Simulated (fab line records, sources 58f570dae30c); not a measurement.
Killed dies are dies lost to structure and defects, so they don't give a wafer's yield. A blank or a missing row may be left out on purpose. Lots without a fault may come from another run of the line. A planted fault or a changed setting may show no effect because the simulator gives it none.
Chamber matching | flow berkeley_cmos170 | UCB170_GATE_ETCH_14 on rie_diel-01: 4 sister chambers
The step etches BARC in N2/H2. 14 wafers are shown with their chamber, then 7 later ones without.

WAFERS WITH THEIR CHAMBER
wafer  | chamber | throttle_valve_pct (%) | drypump_motor_current_A (A) | oes_product_au (a.u.)
L866.1 | 1       | 13.19                  | 5.48                        | 0.993
L866.5 | 0       | 13.32                  | 5.31                        | 1.032
L866.6 | 1       | 13.18                  | 5.48                        | 0.992
L867.2 | 2       | 13.47                  | 5.96                        | 1.020
L867.4 | 0       | 13.32                  | 5.30                        | 1.041
L867.5 | 3       | 13.07                  | 5.50                        | 0.982
L868.1 | 3       | 13.06                  | 5.49                        | 0.987
L868.2 | 1       | 13.19                  | 5.49                        | 0.999
L868.6 | 2       | 13.47                  | 6.01                        | 1.011
L871.2 | 3       | 13.08                  | 5.50                        | 0.983
L871.3 | 0       | 13.33                  | 5.29                        | 1.030
L871.4 | 0       | 13.32                  | 5.29                        | 1.042
L876.3 | 3       | 13.07                  | 5.47                        | 0.988
L876.5 | 2       | 13.48                  | 6.01                        | 1.014

SIGNATURES (means of the wafers above)
reading                 | chamber 0 | chamber 1 | chamber 2 | chamber 3 | scatter within a chamber
throttle_valve_pct      | 13.3225   | 13.1867   | 13.4733   | 13.0700   | 0.00639
drypump_motor_current_A | 5.2975    | 5.4833    | 5.9933    | 5.4900    | 0.0162
oes_product_au          | 1.03625   | 0.99467   | 1.01500   | 0.98500   | 0.00458
Rule: a wafer's distance from a chamber is the root of the sum, over the readings, of the square of ((its reading less the chamber's mean) divided by the reading's scatter). The wafer belongs to the nearest chamber; if the next one is less than 2 further off, it can't be placed. The scatter: the root of (the sum of the squares of (reading less its chamber's mean) over the shown wafers, divided by (wafers less chambers)).

WAFERS WITHOUT THEIR CHAMBER
wafer  | throttle_valve_pct (%) | drypump_motor_current_A (A) | oes_product_au (a.u.)
L876.6 | 13.07                  | 5.50                        | 0.985
L881.1 | 13.33                  | 5.30                        | 1.034
L881.2 | 13.18                  | 5.50                        | 0.997
L881.3 | 13.49                  | 6.02                        | 1.014
L886.1 | 13.30                  | 5.30                        | 1.028
L886.3 | 13.06                  | 5.48                        | 0.980
L886.6 | 13.17                  | 5.50                        | 0.980

WHICH CHAMBER EACH WENT THROUGH
wafer  | from the rows above | in truth
L876.6 | 3                   | 3
L881.1 | 0                   | 0
L881.2 | 1                   | 1
L881.3 | 2                   | 2
L886.1 | 0                   | 0
L886.3 | 3                   | 3
L886.6 | 1                   | 1
Placed correctly: 7 of 7. Can't be placed from these rows: 0. Placed wrongly: 0.
